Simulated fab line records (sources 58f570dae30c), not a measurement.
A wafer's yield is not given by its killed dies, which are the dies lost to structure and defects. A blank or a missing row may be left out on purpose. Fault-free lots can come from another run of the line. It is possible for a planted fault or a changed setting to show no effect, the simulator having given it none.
Which of the tools did it? / flow berkeleyCmos170 / Sampling: 14 lots, 42 wafers, 5 of 331 route steps

WHAT THE GAUGES READ, wafer by wafer
UCB170_NLDD_TW_MEAS_11. Usual: NLDD_TW typically reads 2211, with standard deviation 21.
lot=L530; measured=day 7 21:44; on=filmMetro-01; NLDD_TW=2183 2191 2178; flag=
lot=L529; measured=day 7 23:10; on=filmMetro-01; NLDD_TW=2192 2200 2185; flag=
lot=L533; measured=day 8 08:56; on=filmMetro-04; NLDD_TW=2219 2224 2223; flag=
lot=L531; measured=day 8 15:32; on=filmMetro-01; NLDD_TW=2184 2179 2186; flag=
lot=L535; measured=day 8 15:42; on=filmMetro-04; NLDD_TW=2227 2226 2224; flag=
lot=L534; measured=day 8 16:58; on=filmMetro-01; NLDD_TW=2181 2180 2173; flag=
lot=L536; measured=day 9 03:55; on=filmMetro-04; NLDD_TW=2219 2222 2224; flag=
lot=L537; measured=day 9 04:15; on=filmMetro-01; NLDD_TW=2200 2206 2209; flag=
lot=L539; measured=day 9 17:55; on=filmMetro-04; NLDD_TW=2295 2299 2289; flag=OFF
lot=L542; measured=day 9 18:37; on=filmMetro-01; NLDD_TW=2207 2192 2201; flag=
lot=L540; measured=day 9 19:22; on=filmMetro-04; NLDD_TW=2292 2298 2295; flag=OFF
lot=L547; measured=day 11 01:51; on=filmMetro-01; NLDD_TW=2187 2184 2189; flag=
lot=L550; measured=day 11 16:30; on=filmMetro-03; NLDD_TW=2220 2222 2226; flag=
lot=L548; measured=day 11 17:11; on=filmMetro-04; NLDD_TW=2247 2250 2233; flag=

UCB170_SDANNEAL_RS_MEAS_05: measurement is done with a four-point probe. Usual: NLDD_RS typically reads 616.2 ohm/sq, with standard deviation 1.3.
lot=L530; measured=day 8 10:54; on=filmMetro-01; NLDD_RS (ohm/sq)=617.2 618.0 618.3; flag=
lot=L529; measured=day 8 12:09; on=filmMetro-04; NLDD_RS (ohm/sq)=616.9 616.5 615.9; flag=
lot=L533; measured=day 8 20:33; on=filmMetro-01; NLDD_RS (ohm/sq)=616.0 616.7 612.9; flag=
lot=L531; measured=day 9 03:08; on=filmMetro-01; NLDD_RS (ohm/sq)=616.5 616.5 615.6; flag=
lot=L535; measured=day 9 04:05; on=filmMetro-01; NLDD_RS (ohm/sq)=618.1 616.2 618.0; flag=
lot=L534; measured=day 9 04:44; on=filmMetro-01; NLDD_RS (ohm/sq)=615.3 617.7 616.9; flag=
lot=L536; measured=day 9 18:49; on=filmMetro-04; NLDD_RS (ohm/sq)=617.8 616.8 616.2; flag=
lot=L537; measured=day 9 19:49; on=filmMetro-01; NLDD_RS (ohm/sq)=617.1 616.0 617.6; flag=
lot=L539; measured=day 10 05:13; on=filmMetro-01; NLDD_RS (ohm/sq)=583.0 581.5 581.6; flag=OFF
lot=L542; measured=day 10 05:18; on=filmMetro-04; NLDD_RS (ohm/sq)=616.7 616.7 618.5; flag=
lot=L540; measured=day 10 05:47; on=filmMetro-04; NLDD_RS (ohm/sq)=583.5 583.4 583.1; flag=OFF
lot=L547; measured=day 11 12:16; on=filmMetro-01; NLDD_RS (ohm/sq)=615.6 615.9 614.9; flag=
lot=L550; measured=day 12 05:16; on=filmMetro-01; NLDD_RS (ohm/sq)=613.9 616.0 616.6; flag=
lot=L548; measured=day 12 04:44; on=filmMetro-04; NLDD_RS (ohm/sq)=618.3 616.9 615.9; flag=

UCB170_V2_CD_MEAS_90: target cd 700 nm. Usual: cdNm reads 700.6 nm (standard deviation 1.4).
lot=L530; measured=day 9 06:41; on=cdSem-02; cdNm (nm)=700.4 700.9 699.7; flag=
lot=L529; measured=day 9 09:30; on=cdSem-02; cdNm (nm)=700.2 700.7 700.9; flag=
lot=L533; measured=day 9 17:19; on=cdSem-01; cdNm (nm)=699.9 700.2 702.9; flag=
lot=L531; measured=day 10 02:44; on=cdSem-01; cdNm (nm)=702.4 701.1 701.9; flag=
lot=L535; measured=day 10 02:10; on=cdSem-01; cdNm (nm)=698.4 701.3 697.9; flag=
lot=L534; measured=day 10 02:47; on=cdSem-02; cdNm (nm)=702.5 701.5 701.2; flag=
lot=L536; measured=day 10 12:18; on=cdSem-01; cdNm (nm)=699.8 700.5 701.5; flag=
lot=L537; measured=day 10 17:07; on=cdSem-02; cdNm (nm)=700.0 700.1 698.9; flag=
lot=L539; measured=day 10 23:42; on=cdSem-01; cdNm (nm)=701.5 701.7 702.6; flag=
lot=L542; measured=day 11 04:53; on=cdSem-02; cdNm (nm)=701.5 700.5 700.1; flag=
lot=L540; measured=day 11 04:37; on=cdSem-01; cdNm (nm)=697.8 700.7 697.9; flag=
lot=L547; measured=day 12 07:33; on=cdSem-02; cdNm (nm)=702.5 701.2 701.6; flag=
lot=L550; measured=day 13 03:16; on=cdSem-02; cdNm (nm)=700.5 701.7 701.4; flag=
lot=L548; measured=day 13 02:13; on=cdSem-01; cdNm (nm)=701.9 701.9 702.5; flag=

UCB170_M3_RS_MEAS_02: measurement is done with a four-point probe. Usual: M3_AL_RS typically reads 0.0318 ohm/sq, with standard deviation 0.00031.
lot=L530; measured=day 9 06:57; on=filmMetro-01; M3_AL_RS (ohm/sq)=0.0314 0.0318 0.0317; flag=
lot=L529; measured=day 9 09:46; on=filmMetro-04; M3_AL_RS (ohm/sq)=0.0318 0.0319 0.0318; flag=
lot=L533; measured=day 9 17:35; on=filmMetro-04; M3_AL_RS (ohm/sq)=0.0320 0.0317 0.0315; flag=
lot=L531; measured=day 10 03:00; on=filmMetro-04; M3_AL_RS (ohm/sq)=0.0320 0.0318 0.0319; flag=
lot=L535; measured=day 10 02:26; on=filmMetro-01; M3_AL_RS (ohm/sq)=0.0315 0.0316 0.0317; flag=
lot=L534; measured=day 10 03:04; on=filmMetro-01; M3_AL_RS (ohm/sq)=0.0317 0.0316 0.0321; flag=
lot=L536; measured=day 10 12:34; on=filmMetro-01; M3_AL_RS (ohm/sq)=0.0316 0.0319 0.0316; flag=
lot=L537; measured=day 10 17:23; on=filmMetro-04; M3_AL_RS (ohm/sq)=0.0322 0.0322 0.0318; flag=
lot=L539; measured=day 10 23:58; on=filmMetro-04; M3_AL_RS (ohm/sq)=0.0315 0.0314 0.0321; flag=
lot=L542; measured=day 11 05:10; on=filmMetro-01; M3_AL_RS (ohm/sq)=0.0317 0.0317 0.0315; flag=
lot=L540; measured=day 11 04:53; on=filmMetro-03; M3_AL_RS (ohm/sq)=0.0315 0.0313 0.0313; flag=
lot=L547; measured=day 12 07:49; on=filmMetro-03; M3_AL_RS (ohm/sq)=0.0320 0.0320 0.0320; flag=
lot=L550; measured=day 13 03:32; on=filmMetro-01; M3_AL_RS (ohm/sq)=0.0323 0.0321 0.0326; flag=
lot=L548; measured=day 13 02:29; on=filmMetro-03; M3_AL_RS (ohm/sq)=0.0319 0.0317 0.0316; flag=

EACH LOT AND THE TOOL THAT RAN IT (in order: tool; ch and the chambers of the sampled wafers; start)
lot=L530; UCB170_NLDD_IMPLANT_08=implanter-04 ch 0, day 7 21:20
lot=L529; UCB170_NLDD_IMPLANT_08=implanter-02 ch 0, day 7 22:47
lot=L533; UCB170_NLDD_IMPLANT_08=implanter-04 ch 0, day 8 08:32
lot=L531; UCB170_NLDD_IMPLANT_08=implanter-04 ch 0, day 8 15:08
lot=L535; UCB170_NLDD_IMPLANT_08=implanter-03 ch 0, day 8 15:18
lot=L534; UCB170_NLDD_IMPLANT_08=implanter-04 ch 0, day 8 16:35
lot=L536; UCB170_NLDD_IMPLANT_08=implanter-03 ch 0, day 9 03:31
lot=L537; UCB170_NLDD_IMPLANT_08=implanter-04 ch 0, day 9 03:54
lot=L539; UCB170_NLDD_IMPLANT_08=implanter-03 ch 0, day 9 17:32
lot=L542; UCB170_NLDD_IMPLANT_08=implanter-04 ch 0, day 9 18:13
lot=L540; UCB170_NLDD_IMPLANT_08=implanter-03 ch 0, day 9 18:57
lot=L547; UCB170_NLDD_IMPLANT_08=implanter-04 ch 0, day 11 01:27
lot=L550; UCB170_NLDD_IMPLANT_08=implanter-04 ch 0, day 11 16:07
lot=L548; UCB170_NLDD_IMPLANT_08=implanter-02 ch 0, day 11 16:48
- UCB170_NLDD_IMPLANT_08

AS READ BY THE TOOLS THEMSELVES (means over the sampled wafers that have a number; for cases with no such wafer, the mark the record gives instead)
UCB170_NLDD_IMPLANT_08. Usual: beamEnergyKeV 29.998, standard deviation 0.0086; faradayCurrentUA 159, standard deviation 3.2; rotationDeg 0.002 degrees, standard deviation 0.02.
lot=L530; tool=implanter-04; beamEnergyKeV=30.000; faradayCurrentUA=160; rotationDeg (degrees)=0.009; flag=
lot=L529; tool=implanter-02; beamEnergyKeV=30.002; faradayCurrentUA=158; rotationDeg (degrees)=0.017; flag=
lot=L533; tool=implanter-04; beamEnergyKeV=29.994; faradayCurrentUA=159; rotationDeg (degrees)=-0.019; flag=
lot=L531; tool=implanter-04; beamEnergyKeV=29.992; faradayCurrentUA=156; rotationDeg (degrees)=-0.002; flag=
lot=L535; tool=implanter-03; beamEnergyKeV=29.993; faradayCurrentUA=161; rotationDeg (degrees)=0.009; flag=
lot=L534; tool=implanter-04; beamEnergyKeV=29.996; faradayCurrentUA=160; rotationDeg (degrees)=0.018; flag=
lot=L536; tool=implanter-03; beamEnergyKeV=30.009; faradayCurrentUA=155; rotationDeg (degrees)=0.016; flag=
lot=L537; tool=implanter-04; beamEnergyKeV=30.001; faradayCurrentUA=161; rotationDeg (degrees)=0.012; flag=
lot=L539; tool=implanter-03; beamEnergyKeV=36.588; faradayCurrentUA=159; rotationDeg (degrees)=0.006; flag=OFF
lot=L542; tool=implanter-04; beamEnergyKeV=29.992; faradayCurrentUA=158; rotationDeg (degrees)=0.024; flag=
lot=L540; tool=implanter-03; beamEnergyKeV=36.585; faradayCurrentUA=160; rotationDeg (degrees)=0.014; flag=OFF
lot=L547; tool=implanter-04; beamEnergyKeV=30.000; faradayCurrentUA=160; rotationDeg (degrees)=-0.015; flag=
lot=L550; tool=implanter-04; beamEnergyKeV=29.997; faradayCurrentUA=157; rotationDeg (degrees)=0.013; flag=
lot=L548; tool=implanter-02; beamEnergyKeV=30.000; faradayCurrentUA=159; rotationDeg (degrees)=0.012; flag=

THE ANSWER, worked out from the rows above alone
Rule: lot off if the mean of its wafers having a number is beyond 3 standard deviations from the usual mean. Also off: a lot with no number at a reading for which 4 or more lots have one. The other lots that the step has rows for count as sound. The gauges are gone through in route order, then the tools' own readings, and for those a lot's mean is taken as printed above. The first step at which some lot is off is used, and at that step the reading that is off furthest; a lot without a number counts as furthest.
Off: L539, L540, at UCB170_NLDD_TW_MEAS_11 (NLDD_TW).
A tool fits if, at a process step before that reading, it ran every lot that is off, and no sound lot after the first of them. Not tried: the gauges at UCB170_NLDD_TW_MEAS_11; whatever is off there is also off at UCB170_NLDD_IMPLANT_08, on other tools, and gauge error can't account for it. One fits: UCB170_NLDD_IMPLANT_08 on implanter-03. A fault onset in the window from L536 (day 9 03:31, its last sound lot) to L539 (day 9 17:32, its first lot off) fits.
The tool's own readings at UCB170_NLDD_IMPLANT_08 bear it out: on the lots that are off they differ by more than 5 times the standard deviation of the sound lots' means. beamEnergyKeV reads 36.587 there against 29.998 on the sound lots.

WHAT THE SIMULATOR HAD PUT IN
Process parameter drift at UCB170_NLDD_IMPLANT_08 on implanter-03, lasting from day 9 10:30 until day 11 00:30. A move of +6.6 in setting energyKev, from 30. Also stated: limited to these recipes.
Lots struck among those shown: L539, L540. The rule given above showed the same thing.
